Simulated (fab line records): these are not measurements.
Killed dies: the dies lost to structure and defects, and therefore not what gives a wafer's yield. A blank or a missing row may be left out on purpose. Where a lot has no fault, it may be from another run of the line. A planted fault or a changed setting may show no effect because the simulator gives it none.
Tool commonality check    flow rit-cmos    14 lots, 42 wafers sampled

## THE REASON FOR OPENING IT
At RIT_ACTIVE_CD_MEAS_11 the reading cd-nm is flagged on 2 of 14 lots. Fault-free wafers read 1399.4 nm, with a standard deviation of 2.3.
Rule: a lot is flagged when every wafer of it that has a number lies more than 4 standard deviations from that mean, or none has a number. The rest of the lots are taken to be sound.

lot   measured     on         cd-nm (nm), wafer by wafer  flag
L317  day 1 14:35  cd-sem-01  1399.5 1399.8 1399.6        
L318  day 1 19:35  cd-sem-01  1398.5 1398.2 1401.5        
L319  day 2 00:58  cd-sem-01  1398.9 1399.2 1397.5        
L321  day 2 10:28  cd-sem-01  1400.7 1399.5 1401.3        
L322  day 2 15:34  cd-sem-02  1401.6 1402.6 1403.6        
L324  day 3 04:15  cd-sem-02  1402.2 1399.2 1399.5        
L325  day 3 06:34  cd-sem-01  1400.0 1399.0 1399.9        
L326  day 3 11:36  cd-sem-01  1400.8 1399.7 1396.9        
L327  day 3 17:48  cd-sem-02  1402.5 1401.7 1401.2        
L328  day 3 21:37  cd-sem-01  1401.2 1398.4 1399.3        
L330  day 4 08:16  cd-sem-01  1394.5 1396.1 1393.2        
L335  day 5 08:44  cd-sem-02  1331.1 1333.8 1330.7        FLAGGED
L336  day 5 13:26  cd-sem-02  1347.4 1346.1 1347.9        FLAGGED
L340  day 6 09:28  cd-sem-02  1398.6 1399.2 1397.6        
The numbers of the flagged lots are 1339.5 nm on average: -59.9 nm against the usual, or -26 standard deviations.

## TOOL THAT RAN EACH LOT
The record keeps 1 process step preceding the reading, out of 202 steps on the route. Read each cell as the tool, then ch plus the chambers that the sampled wafers visited, then the start.
lot   flag     RIT_ACTIVE_COAT_06
L317           litho-track-04 ch 0, day 1 13:46
L318           litho-track-02 ch 0, day 1 18:46
L319           litho-track-01 ch 0, day 2 00:16
L321           litho-track-02 ch 0, day 2 09:46
L322           litho-track-01 ch 0, day 2 14:44
L324           litho-track-01 ch 0, day 3 03:17
L325           litho-track-01 ch 0, day 3 05:44
L326           litho-track-04 ch 0, day 3 10:47
L327           litho-track-04 ch 0, day 3 16:59
L328           litho-track-02 ch 0, day 3 20:49
L330           litho-track-02 ch 0, day 4 07:34
L335  FLAGGED  litho-track-01 ch 0, day 5 07:52
L336  FLAGGED  litho-track-01 ch 0, day 5 12:44
L340           litho-track-04 ch 0, day 6 08:46
What these steps do:
- RIT_ACTIVE_COAT_06: resist thk 1000 nm.
- RIT_ACTIVE_CD_MEAS_11: target cd 1400 nm.

## FLAGGED AGAINST TOTAL, ONE TOOL AT A TIME (gauges that did the reading follow at the end)
step                   tool            lots run  flagged  share of the flagged lots  sound lots run after its first flagged lot
RIT_ACTIVE_COAT_06     litho-track-01  6         2        all                        0
RIT_ACTIVE_COAT_06     litho-track-02  4         0        none                       -
RIT_ACTIVE_COAT_06     litho-track-04  4         0        none                       -
RIT_ACTIVE_CD_MEAS_11  cd-sem-01       8         0        none                       -
RIT_ACTIVE_CD_MEAS_11  cd-sem-02       6         2        all                        1 (L340)

## WHAT IS ALLOWED BY THE TABLE
Every flagged lot went through 2 rows of the table: litho-track-01 at RIT_ACTIVE_COAT_06 and cd-sem-02 at RIT_ACTIVE_CD_MEAS_11.
- litho-track-01 at RIT_ACTIVE_COAT_06: 2 of its 6 lots flagged. A fault beginning between L325 (day 3 05:44), its last sound lot, and L335 (day 5 07:52), its first flagged one, fits the data.
- cd-sem-02 at RIT_ACTIVE_CD_MEAS_11: 2 of its 6 lots flagged. After the first flagged lot (L340), sound lots still ran on it; a lasting fault on the whole tool would not permit that.
One tool is left: litho-track-01 at RIT_ACTIVE_COAT_06.

## WHAT THE SIMULATOR HAD PUT IN
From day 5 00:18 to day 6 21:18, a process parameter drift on litho-track-01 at RIT_ACTIVE_COAT_06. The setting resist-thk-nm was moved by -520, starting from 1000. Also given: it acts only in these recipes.
Struck lots among those shown: L335, L336. The rule given above showed the same thing.
